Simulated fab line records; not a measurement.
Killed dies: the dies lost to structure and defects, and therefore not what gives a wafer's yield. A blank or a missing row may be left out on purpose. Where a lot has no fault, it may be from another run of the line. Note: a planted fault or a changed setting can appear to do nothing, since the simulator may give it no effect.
fab line records    flow berkeley_cmos170
[record] lots = 7  wafers = 21  last_day = 11
route steps=331 shown PSD@178 NSD@187
lots that met no fault: taken from a fault-free run of the same line
start_h: hours from the record's opening day to when the first of the lot's shown wafers began    wait_h: how many hours have passed since the lot's step before this one    " identical to the entry in the row above    L1.1+2: a single row standing in for several wafers    - either no value or no given start    * or withheld: withheld    < > ~ a bound
route shown NAME@n: a module of which the file shows steps, and the number in the route of the first    usual: average and standard deviation across the fault-free wafers    same: alike in all rows    chamber/n: place in a boat    sites: readings site by site    _std_site: standard deviation of those values    _edge_site: outer sites' mean less inner sites'    radius_mm: how far each site lies from the wafer's centre    mask NAME#n: copy n    behind: the tool/chamber that last shaped the wafer    hold: why the lot went on hold/how many hours it stayed there/how the hold came to an end    device: the n, p or np transistor that did not switch    end of line: the route-end tests of the same wafers    where a step has no rows: the recipe by itself    killed: count of dies lost to structure and defects at first sort (not the wafer's yield)    map: shows each die of a wafer: x if killed, . if not, _ if none is there
set.NAME: the setting as run; set.NAME@STEP: as run at that earlier step    model.NAME: the simulator's own value behind a step, which no gauge read
lots at selected steps of the route; one table per step, one row per wafer
services: a tool's chamber out of use, with start hour (start_h, from the record's first day; less than 0 if before it), hours out, and reason
[[steps]]
[step UCB170_PSD_EXPOSE_03]
[recipe] mask_id = PSELECT_MOD  na = 0.5  sigma_outer = 0.6  source_shape = conventional  target_cd_nm = 1200  dose_mj = 30
[step UCB170_PSD_PEB_04]
[recipe] peb_temp_c = 130  peb_time_s = withheld  resist = KrF
[step UCB170_PSD_DEVELOP_05]
[recipe] developer = TMAH  develop_time_s = 45  resist = KrF  dev_temp_c = 21
[step UCB170_PSD_CD_MEAS_06]
[recipe] target_cd_nm = 1200
[usual] cd_nm = 1200.0/1.3
lot.wafer  tool       chamber  start_h  wait_h  cd_nm
L394.3     cd_sem-02  -        150.12   -       1201.4
L394.4     "          -        "        "       1201.8
L394.6     "          -        "        "       1200.6
L402.1     cd_sem-02  -        202.32   -       1199.4
L402.2     "          -        "        "       1198.2
L402.6     "          -        "        "       1197.9
L404.1     cd_sem-01  -        202.43   -       1200.7
L404.2     "          -        "        "       1200.2
L404.5     "          -        "        "       1201.2
L403.2     cd_sem-02  -        202.69   -       1198.1
L403.4     "          -        "        "       1198.9
L403.5     "          -        "        "       1198.6
L407.1     cd_sem-01  -        222.09   -       1201.0
L407.2     "          -        "        "       1198.8
L407.5     "          -        "        "       1201.6
L409.4     cd_sem-01  -        231.95   -       1202.1
L409.5     "          -        "        "       1202.0
L409.6     "          -        "        "       1202.8
L412.2     cd_sem-02  -        232.46   -       1201.3
L412.5     "          -        "        "       1202.1
L412.6     "          -        "        "       1199.8
[step UCB170_PSD_OVL_MEAS_07]
[usual] PSD_OVL = 5/5.4
lot.wafer  tool        chamber  start_h  wait_h  PSD_OVL[nm]
L394.3     overlay-02  -        150.21   0.1     6
L394.4     "           -        "        "       10
L394.6     "           -        "        "       12
L402.1     overlay-02  -        202.44   0.1     5
L402.2     "           -        "        "       3
L402.6     "           -        "        "       8
L404.1     overlay-01  -        202.55   0.1     2
L404.2     "           -        "        "       5
L404.5     "           -        "        "       5
L403.2     overlay-01  -        202.79   0.1     7
L403.4     "           -        "        "       8
L403.5     "           -        "        "       3
L407.1     overlay-01  -        222.21   0.1     12
L407.2     "           -        "        "       7
L407.5     "           -        "        "       8
L409.4     overlay-02  -        232.03   0.1     -2
L409.5     "           -        "        "       4
L409.6     "           -        "        "       0
L412.2     overlay-01  -        232.57   0.1     11
L412.5     "           -        "        "       10
L412.6     "           -        "        "       12
[step UCB170_PSD_IMPLANT_08]
[recipe] species = B  dose_cm2 = 3e+15  energy_kev = 20  tilt_deg = 7
[step UCB170_PSD_STRIP_09]
[recipe] chemistry = O2  power_w = 400  pressure_mtorr = 3500  platen_temp_c = withheld  o2_flow_sccm = 400  overash_fraction = 0.5
[usual] drypump_motor_current_A = 5.5/0.41  o2_flow_sccm = 400.0/1.3  oes_product_au = 0.600/0.0045  strip_time_to_endpoint_s = 29.42/0.078
lot.wafer  tool             chamber  start_h  wait_h  drypump_motor_current_A  o2_flow_sccm  oes_product_au  rf_hours_counter_h  strip_time_to_endpoint_s
L394.3     plasma_asher-02  0        150.42   0.1     5.7                      401.9         0.599           -                   29.48
L394.4     "                1        "        "       5.4                      402.9         0.595           -                   29.47
L394.6     "                1        "        "       5.4                      402.8         0.595           -                   29.55
L402.1     plasma_asher-01  1        202.63   0.1     5.1                      401.4         0.598           9                   29.56
L402.2     "                0        "        "       5.2                      398.3         0.599           9                   29.47
L402.6     "                1        "        "       5.2                      401.3         0.596           -                   29.52
L404.1     plasma_asher-03  0        202.73   0.1     6.3                      401.1         0.601           45                  29.41
L404.2     "                1        "        "       5.1                      398.3         0.598           45                  29.43
L404.5     "                0        "        "       6.3                      398.6         0.601           -                   29.35
L403.2     plasma_asher-01  1        202.97   0.1     5.2                      400.8         0.600           9                   29.59
L403.4     "                1        "        "       5.2                      398.7         0.595           -                   29.44
L403.5     "                1        "        "       5.2                      398.0         0.602           -                   29.44
L407.1     plasma_asher-03  1        222.39   0.1     5.0                      399.7         0.594           47                  29.54
L407.2     "                0        "        "       6.3                      399.8         0.594           47                  29.51
L407.5     "                1        "        "       5.0                      398.2         0.602           -                   29.54
L409.4     plasma_asher-01  0        232.23   0.1     5.3                      399.5         0.599           -                   29.28
L409.5     "                0        "        "       5.3                      399.1         0.600           -                   29.20
L409.6     "                1        "        "       5.2                      398.5         0.598           -                   29.23
L412.2     plasma_asher-02  1        232.75   0.1     5.4                      399.3         0.608           54                  29.48
L412.5     "                0        "        "       5.7                      400.4         0.603           -                   29.46
L412.6     "                1        "        "       5.4                      399.2         0.597           -                   29.45
[step UCB170_PSD_TW_MEAS_10]
[usual] PSD_TW = 2323/24
lot.wafer  tool           chamber  start_h  wait_h  PSD_TW
L394.3     film_metro-03  -        150.50   0.1     2338
L394.4     "              -        "        "       2329
L394.6     "              -        "        "       2332
L402.1     film_metro-02  -        202.73   0.1     2300
L402.2     "              -        "        "       2299
L402.6     "              -        "        "       2279
L404.1     film_metro-01  -        202.83   0.1     2341
L404.2     "              -        "        "       2334
L404.5     "              -        "        "       2340
L403.2     film_metro-02  -        203.10   0.1     2298
L403.4     "              -        "        "       2303
L403.5     "              -        "        "       2288
L407.1     film_metro-01  -        222.49   0.1     2333
L407.2     "              -        "        "       2325
L407.5     "              -        "        "       2323
L409.4     film_metro-01  -        232.33   0.1     2321
L409.5     "              -        "        "       2321
L409.6     "              -        "        "       2312
L412.2     film_metro-01  -        232.86   0.1     2328
L412.5     "              -        "        "       2328
L412.6     "              -        "        "       2324
[step UCB170_PSD_CLEAN_11]
[recipe] chemistry = SPM  temp_c = 120  time_s = 600
[step UCB170_NSD_HMDS_00]
[recipe] prime_time_s = 60  prime_temp_c = 100
[step UCB170_NSD_COAT_01]
[recipe] resist = KrF  spin_rpm = 1500  resist_thk_nm = 914.7
[step UCB170_NSD_SOFTBAKE_02]
[recipe] resist = KrF  temp_c = 130  time_s = 60
[step UCB170_NSD_EXPOSE_03]
[recipe] mask_id = NSELECT_MOD  na = 0.5  sigma_outer = 0.6  source_shape = conventional  target_cd_nm = 1200  dose_mj = 30
[usual] exposure_dose_mJ_cm2 = 30.108/0.027  focus_offset_nm = -0.1/0.59
lot.wafer  tool            chamber  start_h  wait_h  mask           exposure_dose_mJ_cm2  focus_offset_nm
L394.3     krf_scanner-01  0        151.21   0.1     NSELECT_MOD#0  30.137                1.1
L394.4     "               0        "        "       NSELECT_MOD#0  30.139                0.0
L394.6     "               0        "        "       NSELECT_MOD#0  30.065                0.2
L402.1     krf_scanner-01  -        203.42   0.1     NSELECT_MOD#0  -                     -
L402.2     "               -        "        "       NSELECT_MOD#0  -                     -
L402.6     "               -        "        "       NSELECT_MOD#0  -                     -
L404.1     krf_scanner-02  -        203.72   0.2     NSELECT_MOD#0  -                     -
L404.2     "               -        "        "       NSELECT_MOD#0  -                     -
L404.5     "               -        "        "       NSELECT_MOD#0  -                     -
L403.2     krf_scanner-01  -        203.98   0.3     NSELECT_MOD#0  -                     -
L403.4     "               -        "        "       NSELECT_MOD#0  -                     -
L403.5     "               -        "        "       NSELECT_MOD#0  -                     -
L407.1     krf_scanner-02  0        223.62   0.2     NSELECT_MOD#0  30.098                0.5
L407.2     "               0        "        "       NSELECT_MOD#0  30.111                1.0
L407.5     "               0        "        "       NSELECT_MOD#0  30.096                0.2
L409.4     krf_scanner-02  0        233.81   0.2     NSELECT_MOD#0  30.140                -1.2
L409.5     "               0        "        "       NSELECT_MOD#0  30.168                -0.4
L409.6     "               0        "        "       NSELECT_MOD#0  30.137                0.9
L412.2     krf_scanner-01  0        234.22   0.2     NSELECT_MOD#0  30.078                1.6
L412.5     "               0        "        "       NSELECT_MOD#0  30.138                0.7
L412.6     "               0        "        "       NSELECT_MOD#0  30.114                0.4
[step UCB170_NSD_PEB_04]
[recipe] peb_temp_c = 130  peb_time_s = withheld  resist = KrF
[[services]]
tool             chamber  start_h  hours  kind
krf_scanner-01   -        144.90   0.8    pm
krf_scanner-01   -        146.62   1.3    pm
plasma_asher-01  -        165.91   4.3    pm
krf_scanner-02   -        171.65   1.0    pm
krf_scanner-02   -        210.50   4.0    pm
krf_scanner-01   -        214.52   4.0    pm
[[key]]
[first_sign] step = UCB170_NSD_EXPOSE_03  reading = tool_record  direction = missing
effect none on later readings
met_at UCB170_NSD_EXPOSE_03
struck_wafers L402.1,L402.2,L402.6,L403.2,L403.4,L403.5,L404.1,L404.2,L404.5
sort_left_out L402.1,L402.2,L402.6,L403.2,L403.4,L403.5,L404.1,L404.2,L404.5
tester_left_out L402,L403,L404
onset_between 151.21 203.42
[fault] kind = skipped_step_whole  tool = krf_scanner-01,krf_scanner-02  chamber = -  onset_h = 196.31  steps = UCB170_NSD_EXPOSE_03  scope = struck_lots_only
// tester_left_out: of these lots the tester's yield and bins aren't shown, on N5 and GAA mostly nor the transistor test; their killed dies are dies lost to structure and defects alone, not to doping, threshold or leakage, so they don't give the yield
// sort_left_out: the simulated sort isn't trusted on such a fault, so these wafers' sort isn't shown, and their yield isn't known
